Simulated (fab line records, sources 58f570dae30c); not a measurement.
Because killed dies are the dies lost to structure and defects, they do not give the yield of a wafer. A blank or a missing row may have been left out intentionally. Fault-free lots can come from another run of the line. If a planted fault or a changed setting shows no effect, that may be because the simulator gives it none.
Split-lot trial :: flow berkeleyCmos170 :: 5 lots, 23 wafers read, on a route of 331 steps

== THE SPLIT ==
At UCB170_CONTACT_COAT_10 (resist thk 900 nm), the setting spinRpm was moved away from the recipe's 1500 rpm on 6 of the 23 wafers read, by -7.3% to -5.3%. The other wafers ran this setting at the recipe's value.

The reading is taken at the split's own step.

== THE READING ==
KrF_of_CONTACT_COAT_10.thkNm (the simulator's own value, which no gauge read), in nm, at UCB170_CONTACT_COAT_10 (resist thk 900 nm). No usual value for it is given in the file. The 17 wafers here that ran the recipe average 900.8 nm, standard deviation 2.1 nm.

wafer: L075.2
tool, chamber at the split: lithoTrack-02, 0
spinRpm as run, rpm: 1500
against the recipe: recipe
KrF_of_CONTACT_COAT_10.thkNm, nm: 902.6
against lot-mates on the recipe: -

wafer: L075.3
tool, chamber at the split: lithoTrack-02, 0
spinRpm as run, rpm: 1500
against the recipe: recipe
KrF_of_CONTACT_COAT_10.thkNm, nm: 901.4
against lot-mates on the recipe: -

wafer: L075.4
tool, chamber at the split: lithoTrack-02, 0
spinRpm as run, rpm: 1500
against the recipe: recipe
KrF_of_CONTACT_COAT_10.thkNm, nm: 901.5
against lot-mates on the recipe: -

wafer: L075.5
tool, chamber at the split: lithoTrack-02, 0
spinRpm as run, rpm: 1500
against the recipe: recipe
KrF_of_CONTACT_COAT_10.thkNm, nm: 900.7
against lot-mates on the recipe: -

wafer: L075.6
tool, chamber at the split: lithoTrack-02, 0
spinRpm as run, rpm: 1500
against the recipe: recipe
KrF_of_CONTACT_COAT_10.thkNm, nm: 901.1
against lot-mates on the recipe: -

wafer: L078.2
tool, chamber at the split: lithoTrack-03, 0
spinRpm as run, rpm: 1500
against the recipe: recipe
KrF_of_CONTACT_COAT_10.thkNm, nm: 896.3
against lot-mates on the recipe: -

wafer: L078.3
tool, chamber at the split: lithoTrack-03, 0
spinRpm as run, rpm: 1421
against the recipe: -5.3%
KrF_of_CONTACT_COAT_10.thkNm, nm: 924.7
against lot-mates on the recipe: +28.3

wafer: L078.4
tool, chamber at the split: lithoTrack-03, 0
spinRpm as run, rpm: 1421
against the recipe: -5.3%
KrF_of_CONTACT_COAT_10.thkNm, nm: 923.2
against lot-mates on the recipe: +26.8

wafer: L078.5
tool, chamber at the split: lithoTrack-03, 0
spinRpm as run, rpm: 1421
against the recipe: -5.3%
KrF_of_CONTACT_COAT_10.thkNm, nm: 922.4
against lot-mates on the recipe: +26.0

wafer: L078.6
tool, chamber at the split: lithoTrack-03, 0
spinRpm as run, rpm: 1500
against the recipe: recipe
KrF_of_CONTACT_COAT_10.thkNm, nm: 896.5
against lot-mates on the recipe: -

wafer: L077.1
tool, chamber at the split: lithoTrack-02, 0
spinRpm as run, rpm: 1391
against the recipe: -7.3%
KrF_of_CONTACT_COAT_10.thkNm, nm: 935.9
against lot-mates on the recipe: +32.8

wafer: L077.2
tool, chamber at the split: lithoTrack-02, 0
spinRpm as run, rpm: 1500
against the recipe: recipe
KrF_of_CONTACT_COAT_10.thkNm, nm: 902
against lot-mates on the recipe: -

wafer: L077.3
tool, chamber at the split: lithoTrack-02, 0
spinRpm as run, rpm: 1500
against the recipe: recipe
KrF_of_CONTACT_COAT_10.thkNm, nm: 904.2
against lot-mates on the recipe: -

wafer: L077.4
tool, chamber at the split: lithoTrack-02, 0
spinRpm as run, rpm: 1391
against the recipe: -7.3%
KrF_of_CONTACT_COAT_10.thkNm, nm: 936.9
against lot-mates on the recipe: +33.8

wafer: L077.6
tool, chamber at the split: lithoTrack-02, 0
spinRpm as run, rpm: 1391
against the recipe: -7.3%
KrF_of_CONTACT_COAT_10.thkNm, nm: 933.8
against lot-mates on the recipe: +30.7

wafer: L082.3
tool, chamber at the split: lithoTrack-01, 0
spinRpm as run, rpm: 1500
against the recipe: recipe
KrF_of_CONTACT_COAT_10.thkNm, nm: 899
against lot-mates on the recipe: -

wafer: L082.5
tool, chamber at the split: lithoTrack-01, 0
spinRpm as run, rpm: 1500
against the recipe: recipe
KrF_of_CONTACT_COAT_10.thkNm, nm: 897.8
against lot-mates on the recipe: -

wafer: L082.6
tool, chamber at the split: lithoTrack-01, 0
spinRpm as run, rpm: 1500
against the recipe: recipe
KrF_of_CONTACT_COAT_10.thkNm, nm: 900.6
against lot-mates on the recipe: -

wafer: L080.1
tool, chamber at the split: lithoTrack-02, 0
spinRpm as run, rpm: 1500
against the recipe: recipe
KrF_of_CONTACT_COAT_10.thkNm, nm: 901.1
against lot-mates on the recipe: -

wafer: L080.2
tool, chamber at the split: lithoTrack-02, 0
spinRpm as run, rpm: 1500
against the recipe: recipe
KrF_of_CONTACT_COAT_10.thkNm, nm: 902.7
against lot-mates on the recipe: -

wafer: L080.4
tool, chamber at the split: lithoTrack-02, 0
spinRpm as run, rpm: 1500
against the recipe: recipe
KrF_of_CONTACT_COAT_10.thkNm, nm: 902.7
against lot-mates on the recipe: -

wafer: L080.3
tool, chamber at the split: lithoTrack-02, 0
spinRpm as run, rpm: 1500
against the recipe: recipe
KrF_of_CONTACT_COAT_10.thkNm, nm: 901.5
against lot-mates on the recipe: -

wafer: L080.6
tool, chamber at the split: lithoTrack-02, 0
spinRpm as run, rpm: 1500
against the recipe: recipe
KrF_of_CONTACT_COAT_10.thkNm, nm: 901.9
against lot-mates on the recipe: -

FIT RESULTS
A straight line over all 23 wafers: KrF_of_CONTACT_COAT_10.thkNm changes by -4.63 nm for each +1% of spinRpm; r = -0.99; the points scatter about the line by 2.2 nm.
The same after taking each lot's own level away (the mean of its wafers on the recipe; 23 wafers): -4.68 nm for each +1%; r = -0.99; scatter 1.4 nm.
The reading moves by 34 nm for the largest change in spinRpm, on that fit.
Measured against the standard deviation above, the lots' own levels, which go from 896.40 to 903.10 nm, span 3.1 times it.
The two slopes are in agreement: the lot-to-lot level therefore moves the slope only a little.
Check: +34.5 nm against its lot-mates is what the line predicts for one of the wafers moved furthest among these (-7.3%) when that wafer is left out of the fit. It came out at +32.8 nm against them.

== THE OTHER SPLITS THESE WAFERS WENT THROUGH ==
These wafers also went through other splits before the reading. Each is held against what the fit with the lots' levels taken away leaves over:
other split on the same wafers: UCB170_PLDD_PEB_04 pebTempC
wafers away from the commonest value: 8
r with KrF_of_CONTACT_COAT_10.thkNm (lot level and that fit taken away): -0.12

other split on the same wafers: UCB170_NLDD_IMPLANT_09 energyKev
wafers away from the commonest value: 11
r with KrF_of_CONTACT_COAT_10.thkNm (lot level and that fit taken away): +0.36

other split on the same wafers: UCB170_SPACER_ANNEAL_02 tempC
wafers away from the commonest value: 10
r with KrF_of_CONTACT_COAT_10.thkNm (lot level and that fit taken away): -0.06

other split on the same wafers: UCB170_PSD_EXPOSE_03 doseMj
wafers away from the commonest value: 9
r with KrF_of_CONTACT_COAT_10.thkNm (lot level and that fit taken away): +0.50

other split on the same wafers: UCB170_BACKSIDE_SOFTBAKE_02 timeS
wafers away from the commonest value: 10
r with KrF_of_CONTACT_COAT_10.thkNm (lot level and that fit taken away): -0.06

== FILE'S OWN FIT ==
KrF_of_CONTACT_COAT_10.thkNm changes by -4.69 nm for each +1% of spinRpm, r = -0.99.
